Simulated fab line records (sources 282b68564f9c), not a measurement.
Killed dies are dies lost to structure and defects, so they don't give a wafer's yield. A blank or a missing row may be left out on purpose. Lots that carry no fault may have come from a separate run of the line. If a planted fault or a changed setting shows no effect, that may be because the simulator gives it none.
A lot that was struck, set against a sound lot | flow rit_cmos | 15 out of 202 route steps
Sound: these wafers, L883.1, L883.3, L883.5. Struck: wafer L886.2 (left out: L886.4, L886.6 of the same lot, which were not struck); the cause appears at the end.
Each step with rows lists, per side, the tool, then ch with its chambers, then its first start. Under that, the readings that differ: sound wafers | struck wafers | difference of the means | sigmas: that difference in standard deviations of wafers without a fault.
alike: a reading whose means differ by less than 2 such deviations, as well as words and numbers matching on both sides. not compared: withheld readings; readings where some wafer has no value; bounds like >300 that might hide an equal value; numbers whose values overlap and for which the record gives no deviation.
A row with sigmas, a row that says differs or no value, or rows on one side alone: a step with any of these is where the two part. Numbers that have no deviation but don't overlap get no sigmas and don't part them. A reading that every wafer of one side lacks parts them only if that side has two wafers or more.

first, 1 step without rows for these wafers: RIT_GATE_CVD_08 (deposits poly-Si from SiH4, target thk 250 nm, time 2220 s).
RIT_GATE_THK_MEAS_09:
  struck on film_metro-03, day 3 17:20; sound on film_metro-02, day 3 03:10
  alike: GATE_POLY_THK
then, 6 steps without rows for these wafers: RIT_GATE_HMDS_10 (prime time 60 s); RIT_GATE_COAT_11 (resist thk 850 nm); RIT_GATE_SOFTBAKE_12 (time 60 s); RIT_GATE_EXPOSE_13 (exposes mask M6, target cd 150 nm); RIT_GATE_PEB_14; RIT_GATE_DEVELOP_15 (develop time 50 s).
RIT_GATE_CD_MEAS_16: target cd 150 nm.
  struck on cd_sem-01, day 3 18:16; sound on cd_sem-01, day 3 04:07
  alike: cd_nm
RIT_GATE_OVL_MEAS_17:
  struck on overlay-02, day 3 18:22; sound on overlay-01, day 3 04:14
  alike: GATE_OVL
then, 1 step without rows for these wafers: RIT_GATE_HARDBAKE_18 (time 60 s).
RIT_GATE_ETCH_19: etches poly-Si in SF6/CHF3/O2, stops on SiO2, time 165 s, target depth 312.5 nm.
  sound on rie_si-01 ch 0,2,3, day 3 04:25; struck on rie_si-02 ch 3, day 3 18:33
  alike: drypump_motor_current_A, he_backside_leak_sccm, oes_product_au, rf_fwd_power_W, throttle_valve_pct
  not compared: rf_hours_counter_h
RIT_GATE_STRIP_20: strips in O2, time 180 s.
  sound on plasma_asher-03 ch 0, day 3 04:32; struck on plasma_asher-04 ch 0, day 3 18:39
  reading             | sound          | struck | difference | sigmas
  o2_flow_sccm (sccm) | 3990 4005 4001 | 3203   | -796       | -61
  alike: drypump_motor_current_A
  not compared: rf_hours_counter_h
RIT_GATE_CD_MEAS_90: target cd 150 nm.
  struck on cd_sem-02, day 3 18:51; sound on cd_sem-01, day 3 04:42
  alike: cd_nm
RIT_M1_PROBE_99:
  struck on prober-02, day 4 14:35; sound on prober-01, day 4 01:09
  alike: killed_at_contacts, killed_at_front_end, killed_dies, killed_on_rim, killed_open, killed_short

## WHERE THEY PART
At RIT_GATE_STRIP_20 and nowhere else, as far as this record goes. Later steps at which nothing parts them and some readings are alike: RIT_GATE_CD_MEAS_90, RIT_M1_PROBE_99.

WHY: what the simulator had put in
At RIT_GATE_STRIP_20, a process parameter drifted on plasma_asher-04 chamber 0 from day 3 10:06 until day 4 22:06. A move of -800 in setting o2_flow_sccm, from 4000. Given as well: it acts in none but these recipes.
